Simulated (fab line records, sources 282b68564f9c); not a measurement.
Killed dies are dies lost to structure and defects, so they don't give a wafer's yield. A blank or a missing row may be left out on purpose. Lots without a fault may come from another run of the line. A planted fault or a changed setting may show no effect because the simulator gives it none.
fab line records | flow rit_cmos
record lots=12 wafers=36 last_day=7
route steps=202 shown WELLDRIVE@50 NWELL@51 PWELL@52 M1@202
lots that met no fault: from a run of the same line without faults
start_h: hours from the record's first day to the start of the lot's first wafer shown | wait_h: hours since the lot's step before | " the same as in the row above | L1.1+2: a row that stands for several wafers | - no value, or no start given | * or withheld: withheld | < > ~ a bound
route shown NAME@n: a module of which the file shows steps, and the number in the route of the first | usual: mean/standard deviation of fault-free wafers | same: alike in all rows | chamber/n: place in a boat | sites: the reading at each site | _std_site: their standard deviation | _edge_site: outer sites' mean less inner sites' | radius_mm: how far each site lies from the wafer's centre | mask NAME#n: copy n | behind: the tool/chamber that last shaped the wafer | hold: why the lot was held/for how many hours/how that ended | device: the transistor (n, p or np) that didn't switch | end of line: the same wafers' tests at the end of the route | a step without rows: its recipe alone | killed: dies lost to structure and defects at the first sort, not the wafer's yield | map: a wafer's dies, x killed, . not, _ none there
set.NAME: the setting as run; set.NAME@STEP: as run at that earlier step | model.NAME: the simulator's own value behind a step, which no gauge read
steps of the route over a sample of lots; a table a step, a row a wafer
services: from which hour (start_h, from the record's first day; less than 0 if before it) a tool's chamber was out of use, for how many hours, and why
## steps
# step RIT_WELLDRIVE_ANNEAL_00
# recipe temp_c=1100 time_s=14700 ambient=N2
# usual run_length_s=18270/6.6 tube_center_temp_C_max=1102.8/0.48
# columns lot.wafer tool chamber start_h wait_h run_length_s tube_center_temp_C_max
L131.3 furnace-03 0 28.78 0.2 18263 1103.2
L131.4 " 0 " " 18263 1103.1
L131.5 " 0 " " 18263 1102.6
L132.2 furnace-02 0 30.22 0.0 18277 1102.7
L132.4 " 0 " " 18277 1102.6
L132.6 " 0 " " 18277 1103.5
L133.1 furnace-03 0 33.86 0.4 18272 1102.8
L133.3 " 0 " " 18272 1103.5
L133.6 " 0 " " 18272 1102.9
L134.2 furnace-02 0 40.85 0.0 18271 1103.0
L134.3 " 0 " " 18271 1102.8
L134.5 " 0 " " 18271 1102.4
L135.3 furnace-01 0 43.96 0.1 18276 1102.9
L135.4 " 0 " " 18276 1102.9
L135.6 " 0 " " 18276 1103.2
L138.2 furnace-02 0 59.55 0.0 18268 1102.3
L138.4 " 0 " " 18268 1102.4
L138.5 " 0 " " 18268 1102.9
L143.2 furnace-03 0 84.52 0.6 9444 1102.8
L143.4 " 0 " " 9444 1102.1
L143.5 " 0 " " 9444 1103.2
L144.1 furnace-03 0 89.76 0.1 9441 1102.7
L144.2 " 0 " " 9441 1102.0
L144.5 " 0 " " 9441 1102.3
L146.1 furnace-01 0 99.94 0.1 18277 1102.5
L146.3 " 0 " " 18277 1102.4
L146.5 " 0 " " 18277 1103.0
L148.1 furnace-01 0 107.63 0.1 18276 1102.5
L148.2 " 0 " " 18276 1102.9
L148.3 " 0 " " 18276 1102.7
L151.1 furnace-01 0 123.68 0.1 18278 1102.8
L151.2 " 0 " " 18278 1102.9
L151.6 " 0 " " 18278 1103.4
L153.2 furnace-01 0 133.69 0.8 18278 1103.0
L153.3 " 0 " " 18278 1103.0
L153.4 " 0 " " 18278 1102.0
# step RIT_WELLDRIVE_RS_MEAS_01
# recipe thk_meas_gauge=four-point-probe
# usual NWELL_RS=271.8/0.79
# columns lot.wafer tool chamber start_h wait_h NWELL_RS[ohm/sq]
L131.3 film_metro-02 - 33.90 0.0 271.9
L131.4 " - " " 271.9
L131.5 " - " " 271.5
L132.2 film_metro-04 - 35.32 0.0 271.9
L132.4 " - " " 271.8
L132.6 " - " " 271.2
L133.1 film_metro-04 - 38.94 0.0 272.1
L133.3 " - " " 271.4
L133.6 " - " " 271.5
L134.2 film_metro-04 - 45.96 0.0 270.5
L134.3 " - " " 270.4
L134.5 " - " " 270.2
L135.3 film_metro-03 - 49.09 0.0 273.7
L135.4 " - " " 272.9
L135.6 " - " " 273.3
L138.2 film_metro-04 - 64.66 0.0 271.5
L138.4 " - " " 271.4
L138.5 " - " " 272.1
L143.2 film_metro-02 - 89.63 2.5 317.5
L143.4 " - " " 317.6
L143.5 " - " " 317.6
L144.1 film_metro-02 - 94.84 2.5 315.6
L144.2 " - " " 315.8
L144.5 " - " " 315.5
L146.1 film_metro-03 - 105.02 0.0 271.3
L146.3 " - " " 270.8
L146.5 " - " " 271.9
L148.1 film_metro-04 - 112.71 0.0 272.2
L148.2 " - " " 270.9
L148.3 " - " " 271.8
L151.1 film_metro-02 - 128.76 0.0 272.6
L151.2 " - " " 272.9
L151.6 " - " " 272.0
L153.2 film_metro-03 - 138.79 0.0 270.9
L153.3 " - " " 271.3
L153.4 " - " " 271.3
# step RIT_WELLDRIVE_RS_MEAS_02
# recipe thk_meas_gauge=four-point-probe
# usual PWELL_RS=429.3/1.2
# columns lot.wafer tool chamber start_h wait_h PWELL_RS[ohm/sq]
L131.3 film_metro-02 - 34.02 0.1 428.8
L131.4 " - " " 429.1
L131.5 " - " " 427.1
L132.2 film_metro-04 - 35.44 0.1 429.0
L132.4 " - " " 428.8
L132.6 " - " " 429.0
L133.1 film_metro-04 - 39.06 0.1 429.9
L133.3 " - " " 430.8
L133.6 " - " " 431.2
L134.2 film_metro-04 - 46.08 0.1 428.5
L134.3 " - " " 429.8
L134.5 " - " " 428.5
L135.3 film_metro-03 - 49.21 0.1 428.5
L135.4 " - " " 427.9
L135.6 " - " " 428.2
L138.2 film_metro-04 - 64.78 0.1 430.7
L138.4 " - " " 430.9
L138.5 " - " " 429.9
L143.2 film_metro-02 - 89.75 0.1 475.7
L143.4 " - " " 477.7
L143.5 " - " " 477.1
L144.1 film_metro-02 - 94.96 0.1 475.5
L144.2 " - " " 473.6
L144.5 " - " " 476.5
L146.1 film_metro-03 - 105.14 0.1 428.2
L146.3 " - " " 427.1
L146.5 " - " " 427.1
L148.1 film_metro-04 - 112.83 0.1 429.3
L148.2 " - " " 430.9
L148.3 " - " " 429.6
L151.1 film_metro-02 - 128.88 0.1 429.4
L151.2 " - " " 428.4
L151.6 " - " " 426.3
L153.2 film_metro-03 - 138.91 0.1 429.5
L153.3 " - " " 429.1
L153.4 " - " " 428.7
# step RIT_M1_PROBE_99
# usual killed_at_M0_to_M3=0.0/0.14 killed_at_contacts=0.1/0.26 killed_at_front_end=7/3.2 killed_dies=7/3.2 killed_open=3.2/2.1 killed_short=3.7/2.1
# same gross_dies=264 killed_at_M4_up=0 killed_at_back_side=0 killed_at_other=0
# columns lot.wafer tool chamber start_h wait_h killed_at_M0_to_M3 killed_at_contacts killed_at_front_end killed_dies killed_open killed_short
L138.2 prober-01 - 96.36 0.1 0 0 8 8 3 5
L138.4 prober-01 - 96.46 0.2 0 0 9 9 1 8
L138.5 prober-01 - 96.51 0.2 0 0 9 9 6 3
L151.1 prober-02 - 157.83 0.1 0 0 7 7 3 4
L151.2 prober-02 - 157.88 0.1 0 0 2 2 0 2
L151.6 prober-02 - 158.08 0.2 0 0 5 5 4 1
# killed by level:class
L138.2 FOX1:geometric_particle:short=3 FOX2:geometric_particle:open=1 GATE:geometric_particle:open=1 REOX:geometric_particle:open=1 SPACER:geometric_particle:short=1 SILICIDE:geometric_particle:short=1
L138.4 GATE:geometric_particle:short=5 FOX2:geometric_particle:short=2 FOX1:geometric_particle:open=1 SILICIDE:geometric_particle:short=1
L138.5 GATE:geometric_particle:open=3 SILICIDE:geometric_particle:short=2 FOX2:geometric_particle:open=1 GATE:geometric_particle:short=1 REOX:geometric_particle:open=1 SPACER:geometric_particle:open=1
L151.1 SPACER:geometric_particle:short=3 GATE:geometric_particle:open=2 FOX1:geometric_particle:short=1 SPACER:geometric_particle:open=1
L151.2 REOX:geometric_particle:short=2
L151.6 SPACER:geometric_particle:open=4 FOX1:geometric_particle:short=1
## services
# columns tool chamber start_h hours kind
furnace-03 - 44.14 3.6 pm
furnace-03 - 81.18 3.3 pm
furnace-01 - 112.71 2.9 pm
furnace-01 - 128.76 3.0 pm
## key
first_sign step=RIT_WELLDRIVE_ANNEAL_00 reading=run_length_s direction=down sigmas=99+ usual=* struck=*
effect step=RIT_WELLDRIVE_RS_MEAS_01 reading=NWELL_RS direction=up sigmas=57 usual=271.8 struck=316.6
effect step=RIT_WELLDRIVE_RS_MEAS_02 reading=PWELL_RS direction=up sigmas=40 usual=429.3 struck=476.0
met_at RIT_WELLDRIVE_ANNEAL_00
struck_lots L143,L144
tester_left_out L143,L144
onset_between 33.86 84.52
fault kind=process_parameter_drift tool=furnace-03 chamber=- onset_h=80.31 steps=RIT_WELLDRIVE_ANNEAL_00 channel=time_s offset=* shape=step end_h=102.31 acts_in=* stated=*
# tester_left_out: of these lots the tester's yield and bins aren't shown, on N5 and GAA mostly nor the transistor test; their killed dies are dies lost to structure and defects alone, not to doping, threshold or leakage, so they don't give the yield
